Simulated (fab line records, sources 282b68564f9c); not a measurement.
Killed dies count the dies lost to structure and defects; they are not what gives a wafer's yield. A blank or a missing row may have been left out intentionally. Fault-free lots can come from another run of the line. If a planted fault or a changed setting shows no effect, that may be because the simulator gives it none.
The tool behind it: which one? ; flow rit-cmos ; 6 lots with 18 wafers sampled at 2 steps, on a route of 202 steps

WHAT THE GAUGES SHOWED, per wafer
RIT_NSD_OVL_MEAS_06.
lot;measured;on;NSD_OVL (nm)
L652;day 3 16:38;overlay-02;-1.3 -3.7 -1.1
L655;day 4 05:49;overlay-01;- - -
L664;day 6 14:08;overlay-01;0.4 -0.6 -1.6
L666;day 7 03:23;overlay-01;-1.3 -1.2 -1.7
L669;day 7 10:01;overlay-01;1.2 -0.3 -0.6
L671;day 8 00:05;overlay-01;0.7 0.8 0.3

WHAT TOOL EACH LOT RAN ON (gives the tool, then ch and the chambers of the sampled wafers, and finally the start)
lot;RIT_NSD_EXPOSE_03
L652;iline-stepper-01 ch 0, day 3 16:14
L655;iline-stepper-02 ch 0, day 4 05:25
L664;iline-stepper-02 ch 0, day 6 13:46
L666;iline-stepper-01 ch 0, day 7 03:01
L669;iline-stepper-02 ch 0, day 7 09:38
L671;iline-stepper-02 ch 0, day 7 23:41
- RIT_NSD_EXPOSE_03: exposes mask M9, target cd 40700 nm.

THE ANSWER, worked out from the rows above alone
Rule: what is usual is taken from the lots themselves. Put in order of their means at a reading, lots are off if they are a third of the lots or fewer, leave a main group of 4 or more, and stand apart from it by a gap of 3 or more times the standard deviation of the main group's means; of several such gaps the widest counts. Not used: any main group whose means are identical at the precision the tables above print for the reading. A lot without any number at a reading at which 4 lots or more have one is off too. Any other lot the step has rows for is counted as sound.
Off: L655, seen at RIT_NSD_OVL_MEAS_06 (NSD_OVL). Without a number there: L655. Main group: mean -0.7 nm, sd 0.96.
If a tool, at a process step before that reading, ran all the lots that are off and no sound lot after the first of them, it fits. Those tools and the gauges at RIT_NSD_OVL_MEAS_06 are tried in the same way. Not one of the candidates tried fits.

WHAT THE SIMULATOR HAD PUT IN
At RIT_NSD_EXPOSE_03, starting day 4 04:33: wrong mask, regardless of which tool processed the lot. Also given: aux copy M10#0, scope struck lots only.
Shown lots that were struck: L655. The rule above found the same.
